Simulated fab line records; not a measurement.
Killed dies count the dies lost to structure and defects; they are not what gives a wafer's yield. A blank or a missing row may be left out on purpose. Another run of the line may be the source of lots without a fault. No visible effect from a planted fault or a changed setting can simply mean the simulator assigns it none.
fab line records -- flow rit_cmos
record lots=6, wafers=18, last_day=7
route steps=202 shown NWELL@34 PWELL@39 M1@202
lots untouched by any fault: they come from a run of this same line in which no faults occurred
start_h: hours from the record's opening day to when the first of the lot's shown wafers began -- wait_h: hours elapsed since this lot's preceding step -- " repeats the value in the row above -- L1.1+2: a row that stands for several wafers -- - no value present, or no start provided -- * or withheld: withheld -- < > ~ a bound
route shown NAME@n: a module of which the file shows steps, and the number in the route of the first -- usual: mean/standard deviation of fault-free wafers -- same: alike in all rows -- chamber/n: place in a boat -- sites: readings site by site -- _std_site: the values' standard deviation -- _edge_site: mean of outer sites minus mean of inner sites -- radius_mm: how far each site lies from the wafer's centre -- mask NAME#n: copy n -- behind: the tool/chamber that last shaped the wafer -- hold: reason for holding the lot/hours on hold/outcome of the hold -- device: transistor that didn't switch, given as n, p or np -- end of line: tests of these same wafers at the route's end -- for a step that has no rows: nothing shown but its recipe -- killed: at the first sort, the dies lost to defects and structure; wafer yield is something else -- map: the dies of a wafer, with x for killed, . for not killed, _ for no die there
set.NAME: setting as actually run; set.NAME@STEP: the setting as run at that earlier step -- model.NAME: the simulator's own value behind a step, which no gauge read
certain route steps with their lots: each step a table, each wafer a row
services: when a tool's chamber went out of use (start_h, in hours from the record's first day, below 0 if earlier), for how many hours, and the reason
## steps
# step RIT_NWELL_OVL_MEAS_06
# usual NWELL_OVL=1.0/1.3
lot.wafer,tool,chamber,start_h,wait_h,NWELL_OVL[nm]
L904.1,overlay-01,-,20.52,-,-0.1
L904.2,overlay-01,-,20.52,-,-0.6
L904.6,overlay-01,-,20.52,-,0.2
L911.2,overlay-01,-,59.19,-,1.5
L911.3,overlay-01,-,59.19,-,2.0
L911.4,overlay-01,-,59.19,-,0.4
L913.1,overlay-01,-,65.32,-,1.5
L913.2,overlay-01,-,65.32,-,2.2
L913.6,overlay-01,-,65.32,-,3.7
L914.2,overlay-02,-,71.07,-,4.1
L914.3,overlay-02,-,71.07,-,4.1
L914.5,overlay-02,-,71.07,-,1.6
L924.2,overlay-01,-,121.19,-,1.8
L924.4,overlay-01,-,121.19,-,3.7
L924.6,overlay-01,-,121.19,-,2.7
L925.1,overlay-02,-,126.00,-,0.6
L925.2,overlay-02,-,126.00,-,0.9
L925.3,overlay-02,-,126.00,-,0.2
# step RIT_NWELL_HARDBAKE_07
# recipe resist=NOVOLAK, temp_c=140, time_s=120
# step RIT_NWELL_IMPLANT_08
# recipe species=P, energy_kev=170, dose_cm2=5e+13, tilt_deg=7
# step RIT_NWELL_STRIP_09
# recipe chemistry=O2, time_s=180, resist=NOVOLAK, platen_temp_c=withheld, power_w=500, pressure_mtorr=4000, o2_flow_sccm=4000
# usual drypump_motor_current_A=6.0/0.59
lot.wafer,tool,chamber,start_h,wait_h,drypump_motor_current_A,rf_hours_counter_h
L904.1,plasma_asher-01,0,21.06,0.1,6.1,35
L904.2,plasma_asher-01,1,21.06,0.1,6.0,35
L904.6,plasma_asher-01,1,21.06,0.1,6.0,-
L911.2,plasma_asher-02,0,59.62,0.1,6.8,38
L911.3,plasma_asher-02,0,59.62,0.1,6.8,-
L911.4,plasma_asher-02,1,59.62,0.1,5.0,-
L913.1,plasma_asher-04,1,65.76,0.1,6.6,28
L913.2,plasma_asher-04,0,65.76,0.1,5.9,28
L913.6,plasma_asher-04,0,65.76,0.1,5.9,-
L914.2,plasma_asher-02,0,71.50,0.1,6.8,39
L914.3,plasma_asher-02,1,71.50,0.1,4.9,-
L914.5,plasma_asher-02,1,71.50,0.1,4.9,-
L924.2,plasma_asher-02,1,121.62,0.1,5.0,45
L924.4,plasma_asher-02,1,121.62,0.1,4.9,-
L924.6,plasma_asher-02,0,121.62,0.1,6.7,-
L925.1,plasma_asher-04,1,126.43,0.1,6.6,33
L925.2,plasma_asher-04,0,126.43,0.1,5.9,33
L925.3,plasma_asher-04,0,126.43,0.1,5.9,-
# step RIT_NWELL_TW_MEAS_10
# usual NWELL_TW=2144/20
lot.wafer,tool,chamber,start_h,wait_h,NWELL_TW
L904.1,film_metro-04,-,21.23,0.1,2182
L904.2,film_metro-04,-,21.23,0.1,2183
L904.6,film_metro-04,-,21.23,0.1,2183
L911.2,film_metro-02,-,59.80,0.1,2131
L911.3,film_metro-02,-,59.80,0.1,2125
L911.4,film_metro-02,-,59.80,0.1,2125
L913.1,film_metro-04,-,65.93,0.1,2173
L913.2,film_metro-04,-,65.93,0.1,2173
L913.6,film_metro-04,-,65.93,0.1,2155
L914.2,film_metro-04,-,71.68,0.1,2178
L914.3,film_metro-04,-,71.68,0.1,2176
L914.5,film_metro-04,-,71.68,0.1,2173
L924.2,film_metro-02,-,121.81,0.1,2115
L924.4,film_metro-02,-,121.81,0.1,2143
L924.6,film_metro-02,-,121.81,0.1,2141
L925.1,film_metro-02,-,126.61,0.1,2132
L925.2,film_metro-02,-,126.61,0.1,2144
L925.3,film_metro-02,-,126.61,0.1,2130
# step RIT_PWELL_HMDS_00
# recipe prime_time_s=60, prime_temp_c=140
# step RIT_PWELL_COAT_01
# recipe resist=NOVOLAK, spin_rpm=2000, resist_thk_nm=1300
# step RIT_PWELL_SOFTBAKE_02
# recipe resist=NOVOLAK, temp_c=90, time_s=60
# step RIT_PWELL_EXPOSE_03
# recipe mask_id=M3, na=0.57, target_cd_nm=43700, dose_mj=250
# step RIT_PWELL_PEB_04
# recipe resist=NOVOLAK, temp_c=withheld, time_s=withheld
# step RIT_PWELL_DEVELOP_05
# recipe resist=NOVOLAK, develop_time_s=68, dev_temp_c=23
# step RIT_PWELL_OVL_MEAS_06
# usual PWELL_OVL=-1.0/1.5
lot.wafer,tool,chamber,start_h,wait_h,PWELL_OVL[nm]
L904.1,overlay-01,-,22.36,-,-2.3
L904.2,overlay-01,-,22.36,-,-2.1
L904.6,overlay-01,-,22.36,-,-2.8
L911.2,overlay-02,-,60.87,-,1.4
L911.3,overlay-02,-,60.87,-,-0.9
L911.4,overlay-02,-,60.87,-,0.6
L913.1,overlay-02,-,67.00,-,-1.4
L913.2,overlay-02,-,67.00,-,-1.3
L913.6,overlay-02,-,67.00,-,-1.9
L914.2,overlay-01,-,72.79,-,-3.0
L914.3,overlay-01,-,72.79,-,-2.6
L914.5,overlay-01,-,72.79,-,-0.9
L924.2,overlay-01,-,122.74,-,-0.6
L924.4,overlay-01,-,122.74,-,0.0
L924.6,overlay-01,-,122.74,-,1.6
L925.1,overlay-02,-,127.67,-,-2.1
L925.2,overlay-02,-,127.67,-,-1.6
L925.3,overlay-02,-,127.67,-,-2.7
# step RIT_PWELL_HARDBAKE_07
# recipe resist=NOVOLAK, temp_c=140, time_s=120
# usual heater_power_total_W=52.03/0.062, plate_temp_C=140.02/0.16
lot.wafer,tool,chamber,start_h,wait_h,heater_power_total_W,plate_temp_C
L904.1,litho_track-04,0,22.40,0.0,52.10,140.30
L904.2,litho_track-04,0,22.40,0.0,52.03,139.94
L904.6,litho_track-04,0,22.40,0.0,52.06,140.15
L911.2,litho_track-02,0,60.94,0.1,52.03,140.03
L911.3,litho_track-02,0,60.94,0.1,52.17,139.79
L911.4,litho_track-02,0,60.94,0.1,51.91,140.01
L913.1,litho_track-02,0,67.03,0.0,53.24,142.43
L913.2,litho_track-02,0,67.03,0.0,53.27,142.41
L913.6,litho_track-02,0,67.03,0.0,53.14,142.25
L914.2,litho_track-02,0,72.86,0.1,53.20,142.68
L914.3,litho_track-02,0,72.86,0.1,53.23,142.46
L914.5,litho_track-02,0,72.86,0.1,53.21,142.66
L924.2,litho_track-01,0,122.81,0.1,51.96,140.12
L924.4,litho_track-01,0,122.81,0.1,51.97,139.91
L924.6,litho_track-01,0,122.81,0.1,51.95,140.01
L925.1,litho_track-01,0,127.71,0.0,52.07,139.65
L925.2,litho_track-01,0,127.71,0.0,52.00,139.66
L925.3,litho_track-01,0,127.71,0.0,52.10,139.98
# step RIT_PWELL_IMPLANT_08
# recipe species=B, energy_kev=170, dose_cm2=7e+13, tilt_deg=7
# step RIT_M1_PROBE_99
# usual killed_at_contacts=0.1/0.28, killed_at_front_end=6.5/3, killed_dies=7/3, killed_open=3.2/2, killed_short=3.2/1.9
# same gross_dies=264, killed_at_M0_to_M3=0, killed_at_M4_up=0, killed_at_back_side=0, killed_at_other=0
lot.wafer,tool,chamber,start_h,wait_h,killed_at_contacts,killed_at_front_end,killed_dies,killed_open,killed_short
L904.1,prober-01,-,58.82,0.1,0,4,4,3,1
L904.2,prober-01,-,58.87,0.1,0,6,6,2,4
L904.6,prober-01,-,59.07,0.2,0,7,7,3,4
L911.2,prober-02,-,97.64,0.1,0,12,12,4,8
L911.3,prober-02,-,97.69,0.2,0,7,7,3,4
L911.4,prober-02,-,97.74,0.2,0,7,7,4,3
L913.1,prober-02,-,101.71,0.1,0,7,7,1,6
L913.2,prober-02,-,101.76,0.1,0,7,7,3,4
L913.6,prober-02,-,101.96,0.2,0,4,4,0,4
L914.2,prober-01,-,110.04,0.1,0,4,4,3,1
L914.3,prober-01,-,110.09,0.2,1,7,8,4,4
L914.5,prober-01,-,110.19,0.2,1,2,3,2,1
L924.2,prober-01,-,160.11,0.1,0,3,3,0,3
L924.4,prober-01,-,160.21,0.2,1,4,5,0,5
L924.6,prober-01,-,160.31,0.2,0,10,10,7,3
L925.1,prober-02,-,162.63,0.1,0,5,5,2,3
L925.2,prober-02,-,162.68,0.1,0,6,6,3,3
L925.3,prober-02,-,162.73,0.2,0,3,3,2,1
# killed by level:class
L904.1 SILICIDE:geometric_particle:open=2 REOX:geometric_particle:short=1 SPACER:geometric_particle:open=1
L904.2 SILICIDE:geometric_particle:short=2 FOX1:geometric_particle:short=1 GATE:geometric_particle:short=1 SPACER:geometric_particle:open=1 SILICIDE:geometric_particle:open=1
L904.6 FOX2:geometric_particle:short=3 FOX1:geometric_particle:open=1 FOX1:geometric_particle:short=1 FOX2:geometric_particle:open=1 GATE:geometric_particle:open=1
L911.2 GATE:geometric_particle:open=3 REOX:geometric_particle:short=3 GATE:geometric_particle:short=2 ACTIVE:geometric_particle:short=1 FOX2:geometric_particle:short=1 FOX2:geometric_particle:open=1 SILICIDE:geometric_particle:short=1
L911.3 GATE:geometric_particle:short=3 REOX:geometric_particle:open=2 FOX1:geometric_particle:open=1 REOX:geometric_particle:short=1
L911.4 REOX:geometric_particle:open=3 GATE:geometric_particle:short=2 FOX1:geometric_particle:short=1 FOX1:geometric_particle:open=1
L913.1 FOX1:geometric_particle:short=2 SILICIDE:geometric_particle:short=2 GATE:geometric_particle:short=1 SPACER:geometric_particle:short=1 SILICIDE:geometric_particle:open=1
L913.2 SPACER:geometric_particle:open=2 SILICIDE:geometric_particle:short=2 GATE:geometric_particle:short=1 REOX:geometric_particle:open=1 REOX:geometric_particle:short=1
L913.6 FOX1:geometric_particle:short=1 GATE:geometric_particle:short=1 SPACER:geometric_particle:short=1 SILICIDE:geometric_particle:short=1
L914.2 GATE:geometric_particle:open=2 FOX1:geometric_particle:open=1 REOX:geometric_particle:short=1
L914.3 FOX1:geometric_particle:short=2 GATE:geometric_particle:open=2 FOX1:geometric_particle:open=1 GATE:geometric_particle:short=1 REOX:geometric_particle:short=1 CONTACT:geometric_particle:open=1
L914.5 FOX1:geometric_particle:open=2 CONTACT:geometric_particle:short=1
L924.2 REOX:geometric_particle:short=2 FOX1:geometric_particle:short=1
L924.4 GATE:geometric_particle:short=2 FOX1:geometric_particle:short=1 SPACER:geometric_particle:short=1 CONTACT:geometric_particle:short=1
L924.6 GATE:geometric_particle:open=3 FOX1:geometric_particle:open=2 GATE:geometric_particle:short=2 SPACER:geometric_particle:open=2 SPACER:geometric_particle:short=1
L925.1 ACTIVE:geometric_particle:short=1 FOX1:geometric_particle:short=1 FOX2:geometric_particle:short=1 GATE:geometric_particle:open=1 SPACER:geometric_particle:open=1
L925.2 GATE:geometric_particle:short=2 GATE:geometric_particle:open=2 REOX:geometric_particle:open=1 SPACER:geometric_particle:short=1
L925.3 FOX1:geometric_particle:open=1 GATE:geometric_particle:short=1 SPACER:geometric_particle:open=1
## services
tool,chamber,start_h,hours,kind
plasma_asher-02,-,50.39,3.1,repair
plasma_asher-04,-,78.37,17.6,repair
plasma_asher-02,-,111.69,0.8,repair
plasma_asher-01,-,122.12,4.2,pm
## key
first_sign step=RIT_PWELL_HARDBAKE_07, reading=heater_power_total_W, direction=up, sigmas=19, usual=52.03, struck=53.21
effect step=RIT_PWELL_HARDBAKE_07, reading=plate_temp_C, direction=up, sigmas=16, usual=*, struck=*
met_at RIT_PWELL_HARDBAKE_07
struck_wafers L913.1,L913.2,L913.6,L914.2,L914.3,L914.5
tester_left_out L913,L914
onset_between 60.94 67.03
fault kind=process_parameter_drift, tool=litho_track-02, chamber=-, onset_h=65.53, steps=RIT_PWELL_HARDBAKE_07, channel=temp_c, offset=*, shape=step, end_h=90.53, acts_in=*, stated=*
# tester_left_out: of these lots the tester's yield and bins aren't shown, on N5 and GAA mostly nor the transistor test; their killed dies are dies lost to structure and defects alone, not to doping, threshold or leakage, so they don't give the yield
